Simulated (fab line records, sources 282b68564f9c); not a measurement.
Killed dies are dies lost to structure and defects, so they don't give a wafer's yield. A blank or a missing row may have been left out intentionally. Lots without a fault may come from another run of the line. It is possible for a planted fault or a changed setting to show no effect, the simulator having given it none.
Which tool is to blame? | flow rit-cmos | 7 lots, 21 wafers sampled, at 3 steps of a route of 202

## WHAT THE GAUGES SHOWED, per wafer
RIT_CONTACT_THK_MEAS_01.
lot  | measured    | on            | CONTACT_TEOS_THK (nm)
L848 | day 3 08:02 | film-metro-03 | 398 402 402
L850 | day 3 17:16 | film-metro-01 | 397 403 399
L853 | day 4 09:49 | film-metro-01 | 436 440 444
L860 | day 6 00:34 | film-metro-01 | 396 405 396
L864 | day 6 19:37 | film-metro-03 | 390 394 406
L868 | day 7 13:43 | film-metro-03 | 396 405 404
L870 | day 8 00:41 | film-metro-04 | 384 390 397

## TOOL THAT RAN EACH LOT (tool first, then ch and the chambers of the sampled wafers, then the start)
lot  | RIT_NSD_STRIP_09                    | RIT_CONTACT_CVD_00
L848 | plasma-asher-01 ch 0,1, day 3 04:55 | pecvd-03 ch 0,1,2, day 3 07:59
L850 | plasma-asher-03 ch 0,1, day 3 14:01 | pecvd-04 ch 0,1,2, day 3 17:13
L853 | plasma-asher-03 ch 0,1, day 4 06:31 | pecvd-04 ch 0,1,2, day 4 09:45
L860 | plasma-asher-03 ch 0,1, day 5 21:24 | pecvd-03 ch 0,1,2, day 6 00:31
L864 | plasma-asher-02 ch 1, day 6 16:22   | pecvd-02 ch 0,1,2, day 6 19:34
L868 | plasma-asher-01 ch 0,1, day 7 10:36 | pecvd-04 ch 0,1,2, day 7 13:38
L870 | plasma-asher-01 ch 0,1, day 7 21:25 | pecvd-02 ch 0,1,2, day 8 00:38
- RIT_NSD_STRIP_09: strips in O2, time 180 s.
- RIT_CONTACT_CVD_00: deposits SiO2 from TEOS, target thk 400 nm, time 61 s.

## THE ANSWER, worked out from the rows above alone
Rule: the lots themselves supply what counts as usual. The widest of any qualifying gaps counts: lots, ordered by their means at a reading, are off when they make up no more than a third of the lots, leave a main group of 4 or more, and stand apart from it by 3 or more times the standard deviation of that group's means. A main group whose means are all the same, to the digits that the tables above print for the reading, isn't used. A lot without any number at a reading at which 4 lots or more have one is off too. Where the step has rows for the other lots, those lots are counted as sound.
Off: at RIT_CONTACT_THK_MEAS_01 (CONTACT_TEOS_THK), L853. For the main group the mean is 398 nm and the standard deviation 3.8.
A tool fits if, at a process step before that reading, it ran every lot that is off, and no sound lot after the first of them. The gauges at RIT_CONTACT_THK_MEAS_01 are tried like those tools. Not one of the candidates tried fits.

## WHAT THE SIMULATOR PUT IN
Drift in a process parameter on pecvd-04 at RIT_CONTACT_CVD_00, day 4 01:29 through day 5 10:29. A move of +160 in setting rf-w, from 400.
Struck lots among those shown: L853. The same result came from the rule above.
